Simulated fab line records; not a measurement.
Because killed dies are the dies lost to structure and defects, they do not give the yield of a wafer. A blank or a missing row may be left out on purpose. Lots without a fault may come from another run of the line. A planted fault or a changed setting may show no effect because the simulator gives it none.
What tool caused it?	flow berkeleyCmos170	42 wafers from 14 lots sampled at 6 of the route's 331 steps

## WHAT THE GAUGES READ, wafer by wafer
UCB170_GATE_CD_MEAS_90 targets a cd of 350 nm. Usual: cdNm reads 350.1 nm (standard deviation 1.8).
lot	measured	on	cdNm (nm)	flag
L323	day 7 11:16	cdSem-02	350.4 351.3 350.1	
L322	day 7 11:17	cdSem-01	351.1 349.7 349.9	
L324	day 7 20:06	cdSem-02	349.4 349.1 349.9	
L325	day 7 20:20	cdSem-01	351.0 350.9 352.9	
L326	day 8 03:24	cdSem-01	350.1 349.8 350.5	
L327	day 8 03:31	cdSem-02	350.9 350.0 349.0	
L331	day 9 05:47	cdSem-02	351.9 351.9 350.8	
L330	day 9 06:11	cdSem-02	352.0 349.3 349.0	
L335	day 10 09:15	cdSem-02	348.6 346.0 347.5	
L339	day 10 21:32	cdSem-01	352.1 350.1 351.7	
L337	day 10 21:40	cdSem-01	351.3 351.5 351.9	
L338	day 10 21:53	cdSem-02	349.0 349.3 349.3	
L342	day 11 22:19	cdSem-02	348.3 349.1 349.5	
L343	day 12 11:01	cdSem-01	347.4 349.1 350.3	

UCB170_PSD_TW_MEAS_10. Usual: PSD_TW typically reads 2313, with standard deviation 20.
lot	measured	on	PSD_TW	flag
L323	day 7 23:22	filmMetro-04	2333 2350 2342	
L322	day 7 23:09	filmMetro-01	2282 2289 2287	
L324	day 8 09:02	filmMetro-02	2297 2319 2315	
L325	day 8 08:58	filmMetro-04	2332 2335 2325	
L326	day 8 17:07	filmMetro-01	2285 2298 2300	
L327	day 8 17:21	filmMetro-01	2304 2301 2298	
L331	day 9 18:43	filmMetro-04	2319 2317 2314	
L330	day 9 18:57	filmMetro-02	2306 2327 2313	
L335	day 10 23:12	filmMetro-01	1902 1901 1899	OFF
L339	day 11 11:25	filmMetro-04	1923 1931 1927	OFF
L337	day 11 11:07	filmMetro-01	2292 2306 2296	
L338	day 11 10:56	filmMetro-04	2324 2339 2340	
L342	day 12 15:32	filmMetro-04	2341 2357 2355	
L343	day 13 00:00	filmMetro-04	2326 2317 2326	

UCB170_NSD_TW_MEAS_10. Usual: NSD_TW typically reads 4152, with standard deviation 28.
lot	measured	on	NSD_TW	flag
L323	day 8 03:15	filmMetro-04	4209 4212 4190	
L322	day 8 00:59	filmMetro-02	4173 4163 4170	
L324	day 8 10:50	filmMetro-02	4179 4164 4178	
L325	day 8 10:35	filmMetro-01	4141 4145 4136	
L326	day 8 18:47	filmMetro-02	4170 4163 4150	
L327	day 8 19:11	filmMetro-02	4167 4150 4133	
L331	day 9 20:32	filmMetro-01	4096 4091 4085	
L330	day 9 20:37	filmMetro-04	4170 4190 4188	
L335	day 11 01:46	filmMetro-02	4164 4160 4144	
L339	day 11 13:20	filmMetro-02	4143 4165 4161	
L337	day 11 13:08	filmMetro-01	4127 4137 4151	
L338	day 11 13:02	filmMetro-04	4172 4203 4189	
L342	day 12 17:14	filmMetro-02	4136 4169 4169	
L343	day 13 03:32	filmMetro-01	4150 4131 4119	

UCB170_SDANNEAL_RS_MEAS_02: measurement is done with a four-point probe. Usual: PSD_RS typically reads 75.5 ohm/sq, with standard deviation 0.33.
lot	measured	on	PSD_RS (ohm/sq)	flag
L323	day 8 04:23	filmMetro-02	75.4 75.4 75.8	
L322	day 8 02:13	filmMetro-04	75.3 75.4 74.9	
L324	day 8 11:58	filmMetro-01	75.5 75.3 75.3	
L325	day 8 11:40	filmMetro-04	75.8 75.6 76.1	
L326	day 8 19:52	filmMetro-04	76.0 76.0 75.7	
L327	day 8 20:25	filmMetro-02	75.7 75.5 75.6	
L331	day 9 21:40	filmMetro-04	76.0 75.8 76.2	
L330	day 10 00:11	filmMetro-01	75.3 75.1 75.2	
L335	day 11 03:36	filmMetro-02	115.2 115.2 115.2	OFF
L339	day 11 14:26	filmMetro-04	114.8 114.8 114.6	OFF
L337	day 11 14:13	filmMetro-02	75.3 75.3 75.5	
L338	day 11 14:07	filmMetro-01	75.6 75.5 75.2	
L342	day 12 18:41	filmMetro-01	75.2 75.3 75.1	
L343	day 13 04:38	filmMetro-04	75.6 75.8 75.5	

## WHAT TOOL EACH LOT RAN ON (gives the tool, then ch and the chambers of the sampled wafers, and finally the start)
lot	UCB170_PSD_IMPLANT_08	UCB170_PSD_STRIP_09
L323	implanter-04 ch 0, day 7 23:09	plasmaAsher-03 ch 0,1, day 7 23:17
L322	implanter-03 ch 0, day 7 22:55	plasmaAsher-02 ch 0,1, day 7 23:02
L324	implanter-01 ch 0, day 8 08:47	plasmaAsher-03 ch 0,1, day 8 08:56
L325	implanter-04 ch 0, day 8 08:43	plasmaAsher-01 ch 0,1, day 8 08:52
L326	implanter-01 ch 0, day 8 16:51	plasmaAsher-01 ch 0,1, day 8 17:00
L327	implanter-03 ch 0, day 8 17:07	plasmaAsher-03 ch 0,1, day 8 17:14
L331	implanter-03 ch 0, day 9 18:28	plasmaAsher-03 ch 0,1, day 9 18:37
L330	implanter-04 ch 0, day 9 18:42	plasmaAsher-02 ch 0,1, day 9 18:51
L335	implanter-01 ch 0, day 10 23:00	plasmaAsher-01 ch 0,1, day 10 23:06
L339	implanter-01 ch 0, day 11 11:10	plasmaAsher-01 ch 0,1, day 11 11:18
L337	implanter-03 ch 0, day 11 10:52	plasmaAsher-03 ch 0,1, day 11 11:01
L338	implanter-04 ch 0, day 11 10:43	plasmaAsher-01 ch 0,1, day 11 10:50
L342	implanter-04 ch 0, day 12 15:17	plasmaAsher-03 ch 0,1, day 12 15:26
L343	implanter-03 ch 0, day 12 23:47	plasmaAsher-01 ch 0,1, day 12 23:55
- UCB170_PSD_IMPLANT_08
- UCB170_PSD_STRIP_09: strips in O2.

## AS READ BY THE TOOLS THEMSELVES (means over the sampled wafers that have a number; for cases with no such wafer, the mark the record gives instead)
UCB170_PSD_IMPLANT_08. Usual: doseIonsCm2 3.0001e+15, standard deviation 2.8e+12; endStationPressureTorr 1.26e-05 Torr, standard deviation 6.7e-07; faradayCurrentUA 9274, standard deviation 190.
lot	tool	doseIonsCm2	endStationPressureTorr (Torr)	faradayCurrentUA	flag
L323	implanter-04	3.0027e+15	1.28e-05	9214	
L322	implanter-03	2.9970e+15	1.27e-05	9304	
L324	implanter-01	2.9999e+15	1.19e-05	9314	
L325	implanter-04	2.9983e+15	1.29e-05	9424	
L326	implanter-01	3.0032e+15	1.28e-05	9001	
L327	implanter-03	2.9966e+15	1.24e-05	9407	
L331	implanter-03	2.9994e+15	1.30e-05	9468	
L330	implanter-04	3.0003e+15	1.28e-05	9230	
L335	implanter-01	1.6482e+15	9.07e-06	5280	OFF
L339	implanter-01	1.6488e+15	9.43e-06	5150	OFF
L337	implanter-03	3.0022e+15	1.28e-05	9341	
L338	implanter-04	3.0023e+15	1.20e-05	9163	
L342	implanter-04	3.0050e+15	1.28e-05	9381	
L343	implanter-03	3.0003e+15	1.19e-05	9425	

UCB170_PSD_STRIP_09. Usual: drypumpMotorCurrentA 5.6 A, standard deviation 0.31; oesProductAu 0.601 a.u., standard deviation 0.0046; stripTimeToEndpointS 29.37 s, standard deviation 0.07.
lot	tool	drypumpMotorCurrentA (A)	oesProductAu (a.u.)	stripTimeToEndpointS (s)	flag
L323	plasmaAsher-03	5.3	0.603	29.37	
L322	plasmaAsher-02	5.6	0.601	29.45	
L324	plasmaAsher-03	5.4	0.597	29.34	
L325	plasmaAsher-01	5.9	0.602	29.31	
L326	plasmaAsher-01	5.9	0.600	29.31	
L327	plasmaAsher-03	5.4	0.598	29.39	
L331	plasmaAsher-03	5.5	0.600	29.45	
L330	plasmaAsher-02	5.5	0.600	29.43	
L335	plasmaAsher-01	5.8	0.694	23.39	OFF
L339	plasmaAsher-01	5.6	0.689	23.57	OFF
L337	plasmaAsher-03	5.3	0.601	29.39	
L338	plasmaAsher-01	5.6	0.602	29.37	
L342	plasmaAsher-03	5.5	0.601	29.50	
L343	plasmaAsher-01	5.6	0.597	29.32	

## THE ANSWER, worked out from the rows above alone
Rule: a lot is off if the mean of its wafers that have a number lies more than 3 standard deviations from the usual mean. Also off: a lot with no number at a reading for which 4 or more lots have one. The other lots that the step has rows for count as sound. First the gauges in route order, then the tools' own readings, where a lot's mean is used as printed above. At the first step where some lot is off, the reading lying furthest off is the one used; lots without a number count as furthest.
Off: at UCB170_PSD_TW_MEAS_10 (PSD_TW), L335, L339.
If a tool, at a process step before that reading, ran all the lots that are off and no sound lot after the first of them, it fits. Not tried: the gauges at UCB170_PSD_TW_MEAS_10; whatever is off there is also off at UCB170_PSD_IMPLANT_08, on other tools, and gauge error can't account for it. One candidate fits, namely implanter-01 at UCB170_PSD_IMPLANT_08. Its last sound lot is L326 (day 8 16:51), its first lot that is off L335 (day 10 23:00): a fault that began between those two fits.
The tool's own readings at UCB170_PSD_IMPLANT_08 bear it out: on the lots that are off they differ by more than 5 times the standard deviation of the sound lots' means. doseIonsCm2 reads 1.6485e+15 there against 3.0006e+15 on the sound lots; endStationPressureTorr reads 9.25e-06 Torr there against 1.26e-05 Torr on the sound lots; faradayCurrentUA reads 5215 there against 9306 on the sound lots.

## WHAT THE SIMULATOR HAD PUT IN
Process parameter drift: implanter-01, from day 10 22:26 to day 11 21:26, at UCB170_PSD_IMPLANT_08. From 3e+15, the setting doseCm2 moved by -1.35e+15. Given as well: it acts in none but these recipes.
Shown lots that were struck: L335, L339. The rule above reached the same finding.
